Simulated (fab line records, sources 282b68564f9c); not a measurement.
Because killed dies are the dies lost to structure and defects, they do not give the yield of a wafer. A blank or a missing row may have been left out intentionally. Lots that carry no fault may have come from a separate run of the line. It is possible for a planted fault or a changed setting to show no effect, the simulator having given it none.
Which of the tools did it? :: flow rit cmos :: 14 lots, 42 wafers sampled, at 1 step of a route of 202

WHAT EACH GAUGE READ, for each wafer
Not one reading of a measure or inspect step in the record can be checked against a usual standard deviation.

EACH LOT AND THE TOOL THAT RAN IT (in order: tool; ch and the chambers of the sampled wafers; start)
lot: L476
RIT_ACTIVE_SOFTBAKE_07: litho track-04 ch 0, day 1 15:20

lot: L477
RIT_ACTIVE_SOFTBAKE_07: litho track-04 ch 0, day 1 20:26

lot: L478
RIT_ACTIVE_SOFTBAKE_07: litho track-01 ch 0, day 2 01:20

lot: L480
RIT_ACTIVE_SOFTBAKE_07: litho track-03 ch 0, day 2 09:57

lot: L481
RIT_ACTIVE_SOFTBAKE_07: litho track-04 ch 0, day 2 14:56

lot: L482
RIT_ACTIVE_SOFTBAKE_07: litho track-04 ch 0, day 2 20:59

lot: L484
RIT_ACTIVE_SOFTBAKE_07: litho track-01 ch 0, day 3 08:12

lot: L488
RIT_ACTIVE_SOFTBAKE_07: litho track-04 ch 0, day 4 03:55

lot: L490
RIT_ACTIVE_SOFTBAKE_07: litho track-04 ch 0, day 4 12:21

lot: L492
RIT_ACTIVE_SOFTBAKE_07: litho track-01 ch 0, day 5 00:28

lot: L493
RIT_ACTIVE_SOFTBAKE_07: litho track-03 ch 0, day 5 03:56

lot: L495
RIT_ACTIVE_SOFTBAKE_07: litho track-03 ch 0, day 5 13:43

lot: L496
RIT_ACTIVE_SOFTBAKE_07: litho track-03 ch 0, day 5 19:29

lot: L499
RIT_ACTIVE_SOFTBAKE_07: litho track-03 ch 0, day 6 08:53
- RIT_ACTIVE_SOFTBAKE_07: time 60 s.

WHAT THE TOOLS THEMSELVES READ (means of the sampled wafers that have a number; where no wafer has one, the mark that the record gives instead)
RIT_ACTIVE_SOFTBAKE_07. Usual: heater power total W 34.56 W, standard deviation 0.05; run length s 88.89 s, standard deviation 0.17.
lot: L476
tool: litho track-04
heater power total W (W): 34.54
run length s (s): 88.95
flag: 

lot: L477
tool: litho track-04
heater power total W (W): 34.61
run length s (s): 88.82
flag: 

lot: L478
tool: litho track-01
heater power total W (W): 34.55
run length s (s): 88.82
flag: 

lot: L480
tool: litho track-03
heater power total W (W): 34.58
run length s (s): 89.02
flag: 

lot: L481
tool: litho track-04
heater power total W (W): 34.56
run length s (s): 88.83
flag: 

lot: L482
tool: litho track-04
heater power total W (W): 34.54
run length s (s): 88.88
flag: 

lot: L484
tool: litho track-01
heater power total W (W): 34.59
run length s (s): 88.82
flag: 

lot: L488
tool: litho track-04
heater power total W (W): 35.92
run length s (s): 81.60
flag: OFF

lot: L490
tool: litho track-04
heater power total W (W): 35.95
run length s (s): 81.56
flag: OFF

lot: L492
tool: litho track-01
heater power total W (W): 34.57
run length s (s): 88.80
flag: 

lot: L493
tool: litho track-03
heater power total W (W): 34.56
run length s (s): 89.11
flag: 

lot: L495
tool: litho track-03
heater power total W (W): 34.55
run length s (s): 89.09
flag: 

lot: L496
tool: litho track-03
heater power total W (W): 34.56
run length s (s): 89.18
flag: 

lot: L499
tool: litho track-03
heater power total W (W): 34.55
run length s (s): 89.21
flag: 

THE ANSWER, worked out from the rows above alone
Rule: lot off if the mean of its wafers having a number is beyond 3 standard deviations from the usual mean. A lot without any number at a reading at which 4 lots or more have one is off too. All remaining lots with rows at the step are treated as sound. The gauges are gone through in route order, then the tools' own readings, and for those a lot's mean is taken as printed above. At the first step where some lot is off, the reading lying furthest off is the one used; lots without a number count as furthest.
Off, at RIT_ACTIVE_SOFTBAKE_07 on run length s: L488, L490.
A tool fits if, at that step or a process step before it, it ran every lot that is off, and no sound lot after the first of them. One fits: litho track-04 at RIT_ACTIVE_SOFTBAKE_07. Its last sound lot is L482 (day 2 20:59), its first lot that is off L488 (day 4 03:55): a fault that began between those two fits.
The tool's own readings at RIT_ACTIVE_SOFTBAKE_07 bear it out: on the lots that are off they differ by more than 5 times the standard deviation of the sound lots' means. heater power total W reads 35.94 W there against 34.56 W on the sound lots; run length s reads 81.58 s there against 88.96 s on the sound lots.

WHAT THE SIMULATOR HAD PUT IN
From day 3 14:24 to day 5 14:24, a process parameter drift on litho track-04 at RIT_ACTIVE_SOFTBAKE_07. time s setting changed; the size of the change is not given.
Shown lots that were struck: L488, L490. The rule given above showed the same thing.
